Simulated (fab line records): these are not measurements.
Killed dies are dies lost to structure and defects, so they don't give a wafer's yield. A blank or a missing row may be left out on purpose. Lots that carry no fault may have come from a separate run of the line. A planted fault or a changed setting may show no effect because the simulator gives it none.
The tool behind it: which one? || flow rit cmos || at 1 step of a route of 202, 15 lots with 45 wafers sampled

## WHAT THE GAUGES READ, wafer by wafer
RIT_NWELL_OVL_MEAS_06. Usual: NWELL_OVL typically reads -0.5 nm, with standard deviation 1.5.
{"lot": "L384", "measured": "day 2 00:35", "on": "overlay-01", "NWELL_OVL (nm)": "-1.3 -0.3 -0.8", "flag": ""}
{"lot": "L385", "measured": "day 2 04:09", "on": "overlay-02", "NWELL_OVL (nm)": "1.0 0.2 1.8", "flag": ""}
{"lot": "L386", "measured": "day 2 07:48", "on": "overlay-02", "NWELL_OVL (nm)": "-3.2 -3.9 -3.5", "flag": ""}
{"lot": "L387", "measured": "day 2 11:38", "on": "overlay-01", "NWELL_OVL (nm)": "-1.0 -1.4 -2.2", "flag": ""}
{"lot": "L389", "measured": "day 2 21:25", "on": "overlay-02", "NWELL_OVL (nm)": "-0.7 -1.1 -1.7", "flag": ""}
{"lot": "L390", "measured": "day 3 03:40", "on": "overlay-02", "NWELL_OVL (nm)": "-2.3 -1.1 -0.2", "flag": ""}
{"lot": "L392", "measured": "day 3 13:08", "on": "overlay-02", "NWELL_OVL (nm)": "1.4 1.1 -0.1", "flag": ""}
{"lot": "L395", "measured": "day 4 03:20", "on": "overlay-02", "NWELL_OVL (nm)": "-1.8 -0.4 -2.1", "flag": ""}
{"lot": "L397", "measured": "day 4 13:29", "on": "overlay-01", "NWELL_OVL (nm)": "0.9 -1.4 -0.5", "flag": ""}
{"lot": "L399", "measured": "day 4 23:52", "on": "overlay-01", "NWELL_OVL (nm)": "-0.3 -1.7 -0.7", "flag": ""}
{"lot": "L400", "measured": "day 5 05:11", "on": "overlay-01", "NWELL_OVL (nm)": "-2.3 -1.6 -0.1", "flag": ""}
{"lot": "L401", "measured": "day 5 09:08", "on": "overlay-02", "NWELL_OVL (nm)": "-0.7 -1.0 0.3", "flag": ""}
{"lot": "L405", "measured": "day 6 05:20", "on": "overlay-02", "NWELL_OVL (nm)": "0.5 1.5 -0.1", "flag": ""}
{"lot": "L406", "measured": "day 6 11:11", "on": "overlay-01", "NWELL_OVL (nm)": "-0.6 1.1 -0.5", "flag": ""}
{"lot": "L407", "measured": "day 6 15:16", "on": "overlay-01", "NWELL_OVL (nm)": "2.1 2.3 2.5", "flag": ""}

## WHICH TOOL RAN EACH LOT (tool, then ch and the chambers of the sampled wafers, then the start)
The record shows no process step preceding these readings.

## AS READ BY THE TOOLS THEMSELVES (means over the sampled wafers that have a number; for cases with no such wafer, the mark the record gives instead)
The record holds no such reading with a usual standard deviation.

## THE ANSWER, worked out from the rows above alone
Rule: a lot is off if the mean of its wafers that have a number lies more than 3 standard deviations from the usual mean. A lot without any number at a reading at which 4 lots or more have one is off too. The other lots that the step has rows for count as sound. First the gauges in route order, then the tools' own readings, where a lot's mean is used as printed above. At the first step where some lot is off, the reading lying furthest off is the one used; lots without a number count as furthest.
No lot is off on any of the readings shown, so nothing can be concluded from this.

## WHAT THE SIMULATOR HAD INSERTED
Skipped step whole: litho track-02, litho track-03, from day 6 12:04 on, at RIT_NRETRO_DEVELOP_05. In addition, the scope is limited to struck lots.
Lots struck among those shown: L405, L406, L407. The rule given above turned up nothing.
